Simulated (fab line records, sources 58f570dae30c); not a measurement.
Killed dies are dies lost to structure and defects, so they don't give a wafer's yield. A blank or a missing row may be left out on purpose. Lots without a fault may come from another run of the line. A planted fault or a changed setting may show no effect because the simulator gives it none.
Which tool did it? | flow berkeley_cmos170 | 7 lots, 21 wafers sampled, at 2 steps of a route of 331

WHAT THE GAUGES READ, wafer by wafer
UCB170_V1_BOW_MEAS_03.
lot  | measured     | on            | V1_BOW (um)
L726 | day 7 17:34  | film_metro-04 | 19 19 27
L730 | day 8 19:03  | film_metro-02 | 26 5 26
L734 | day 9 12:57  | film_metro-03 | -8 3 -11
L735 | day 9 13:14  | film_metro-02 | -8 1 3
L742 | day 11 02:44 | film_metro-02 | 20 15 13
L744 | day 11 06:16 | film_metro-04 | 23 36 25
L746 | day 12 04:02 | film_metro-03 | 14 16 24

WHICH TOOL RAN EACH LOT (tool, then ch and the chambers of the sampled wafers, then the start)
lot  | UCB170_V1_CVD_00
L726 | pecvd-03 ch 0,1, day 7 16:36
L730 | pecvd-03 ch 0,1,2, day 8 18:32
L734 | pecvd-03 ch 0,1, day 9 12:24
L735 | pecvd-04 ch 0,2, day 9 12:24
L742 | pecvd-04 ch 0,2, day 11 02:12
L744 | pecvd-04 ch 1,2, day 11 05:40
L746 | pecvd-02 ch 0,1,2, day 12 03:31
- UCB170_V1_CVD_00: deposits SiO2 from TEOS/O2, target thk 2000 nm, time 250 s.

THE ANSWER, worked out from the rows above alone
Rule: what is usual is taken from the lots themselves. Put in order of their means at a reading, lots are off if they are a third of the lots or fewer, leave a main group of 4 or more, and stand apart from it by a gap of 3 or more times the standard deviation of the main group's means; of several such gaps the widest counts. A main group whose means are all the same, to the digits that the tables above print for the reading, isn't used. A lot without any number at a reading at which 4 lots or more have one is off too. The other lots that the step has rows for count as sound.
Off: L734, L735, at UCB170_V1_BOW_MEAS_03 (V1_BOW). The main group: mean 21 um, standard deviation 4.2.
A tool fits if, at a process step before that reading, it ran every lot that is off, and no sound lot after the first of them. The gauges at UCB170_V1_BOW_MEAS_03 are tried like those tools. None of those tried fits.

WHAT THE SIMULATOR HAD PUT IN
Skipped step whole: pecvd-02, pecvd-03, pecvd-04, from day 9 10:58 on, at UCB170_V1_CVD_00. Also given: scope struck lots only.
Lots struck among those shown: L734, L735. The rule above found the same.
